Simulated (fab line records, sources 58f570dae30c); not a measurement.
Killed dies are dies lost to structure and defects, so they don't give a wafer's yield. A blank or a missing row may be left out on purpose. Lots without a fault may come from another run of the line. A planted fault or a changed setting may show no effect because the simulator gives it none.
Tool commonality check | flow berkeley_cmos170 | 14 lots, 42 wafers sampled

WHY IT WAS OPENED
At UCB170_PSD_TW_MEAS_10 the reading PSD_TW is flagged on 2 of 14 lots. Wafers without a fault read 2305, standard deviation 13.
Rule: a lot is flagged when every wafer of it that has a number lies more than 4 standard deviations from that mean, or none has a number. The other lots count as sound.

lot  | measured     | on            | PSD_TW, wafer by wafer | flag
L769 | day 8 08:06  | film_metro-01 | 2308 2311 2323         |
L770 | day 8 08:19  | film_metro-02 | 2315 2319 2313         |
L772 | day 9 00:50  | film_metro-03 | 2287 2292 2283         |
L771 | day 9 00:58  | film_metro-03 | 2276 2291 2295         |
L773 | day 9 01:28  | film_metro-03 | 2300 2280 2300         |
L774 | day 9 01:33  | film_metro-02 | 2307 2314 2326         |
L776 | day 9 21:17  | film_metro-01 | 2300 2301 2311         |
L775 | day 9 21:30  | film_metro-02 | 2312 2321 2328         |
L778 | day 10 17:23 | film_metro-01 | 2316 2305 2311         |
L779 | day 10 17:52 | film_metro-03 | 2289 2285 2286         |
L780 | day 10 18:05 | film_metro-01 | 2309 2310 2321         |
L786 | day 12 04:15 | film_metro-02 | 2306 2291 2302         |
L785 | day 12 04:33 | film_metro-01 | 2211 2210 2214         | FLAGGED
L788 | day 12 08:43 | film_metro-02 | 2200 2198 2200         | FLAGGED
The numbers of the flagged lots are 2206 on average: -100 against the usual, or -8 standard deviations.

WHICH TOOL RAN EACH LOT
The record holds 2 process steps before the reading, out of a route of 331 steps. In each cell: the tool, then ch and the chambers that the sampled wafers went through, then the start.
lot  | flag    | UCB170_PSD_IMPLANT_08           | UCB170_PSD_STRIP_09
L769 |         | implanter-01 ch 0, day 8 07:53  | plasma_asher-02 ch 0,1, day 8 08:01
L770 |         | implanter-03 ch 0, day 8 08:04  | plasma_asher-01 ch 0, day 8 08:13
L772 |         | implanter-03 ch 0, day 9 00:35  | plasma_asher-01 ch 0,1, day 9 00:44
L771 |         | implanter-01 ch 0, day 9 00:44  | plasma_asher-02 ch 0,1, day 9 00:51
L773 |         | implanter-02 ch 0, day 9 01:16  | plasma_asher-02 ch 0,1, day 9 01:22
L774 |         | implanter-03 ch 0, day 9 01:18  | plasma_asher-04 ch 1, day 9 01:27
L776 |         | implanter-02 ch 0, day 9 21:04  | plasma_asher-02 ch 0,1, day 9 21:11
L775 |         | implanter-03 ch 0, day 9 21:15  | plasma_asher-04 ch 0,1, day 9 21:24
L778 |         | implanter-01 ch 0, day 10 17:10 | plasma_asher-04 ch 0,1, day 10 17:18
L779 |         | implanter-02 ch 0, day 10 17:39 | plasma_asher-04 ch 0,1, day 10 17:47
L780 |         | implanter-01 ch 0, day 10 17:50 | plasma_asher-01 ch 1, day 10 17:59
L786 |         | implanter-02 ch 0, day 12 04:00 | plasma_asher-01 ch 0,1, day 12 04:09
L785 | FLAGGED | implanter-02 ch 0, day 12 04:18 | plasma_asher-01 ch 0,1, day 12 04:27
L788 | FLAGGED | implanter-02 ch 0, day 12 08:28 | plasma_asher-01 ch 0,1, day 12 08:37
What these steps do:
- UCB170_PSD_IMPLANT_08
- UCB170_PSD_STRIP_09: strips in O2.
- UCB170_PSD_TW_MEAS_10

FLAGGED OVER TOTAL, TOOL BY TOOL (the gauges that took the reading come last)
step                  | tool            | lots run | flagged | share of the flagged lots | sound lots run after its first flagged lot
UCB170_PSD_IMPLANT_08 | implanter-01    | 4        | 0       | none                      | -
UCB170_PSD_IMPLANT_08 | implanter-02    | 6        | 2       | all                       | 0
UCB170_PSD_IMPLANT_08 | implanter-03    | 4        | 0       | none                      | -
UCB170_PSD_STRIP_09   | plasma_asher-01 | 6        | 2       | all                       | 0
UCB170_PSD_STRIP_09   | plasma_asher-02 | 4        | 0       | none                      | -
UCB170_PSD_STRIP_09   | plasma_asher-04 | 4        | 0       | none                      | -
UCB170_PSD_TW_MEAS_10 | film_metro-01   | 5        | 1       | some                      | 0
UCB170_PSD_TW_MEAS_10 | film_metro-02   | 5        | 1       | some                      | 0
UCB170_PSD_TW_MEAS_10 | film_metro-03   | 4        | 0       | none                      | -

WHAT THE TABLE ALLOWS
2 rows of the table ran every flagged lot: implanter-02 at UCB170_PSD_IMPLANT_08, plasma_asher-01 at UCB170_PSD_STRIP_09.
- implanter-02 at UCB170_PSD_IMPLANT_08: 2 of its 6 lots flagged. Its last sound lot is L786 (day 12 04:00), its first flagged lot L785 (day 12 04:18): a fault that began between those two fits. Its own readings lie more than 4 standard deviations out on every wafer of the flagged lots: beam_energy_keV.
- plasma_asher-01 at UCB170_PSD_STRIP_09: 2 of its 6 lots flagged. Its last sound lot is L786 (day 12 04:09), its first flagged lot L785 (day 12 04:27): a fault that began between those two fits. Its own readings lie more than 4 standard deviations out on every wafer of the flagged lots: strip_time_to_endpoint_s.
Counting lots can't tell these 2 tools apart, because each fits a fault that began at some hour. More lots, or a look at what each step does to the wafer, might.

WHAT THE SIMULATOR HAD PUT IN
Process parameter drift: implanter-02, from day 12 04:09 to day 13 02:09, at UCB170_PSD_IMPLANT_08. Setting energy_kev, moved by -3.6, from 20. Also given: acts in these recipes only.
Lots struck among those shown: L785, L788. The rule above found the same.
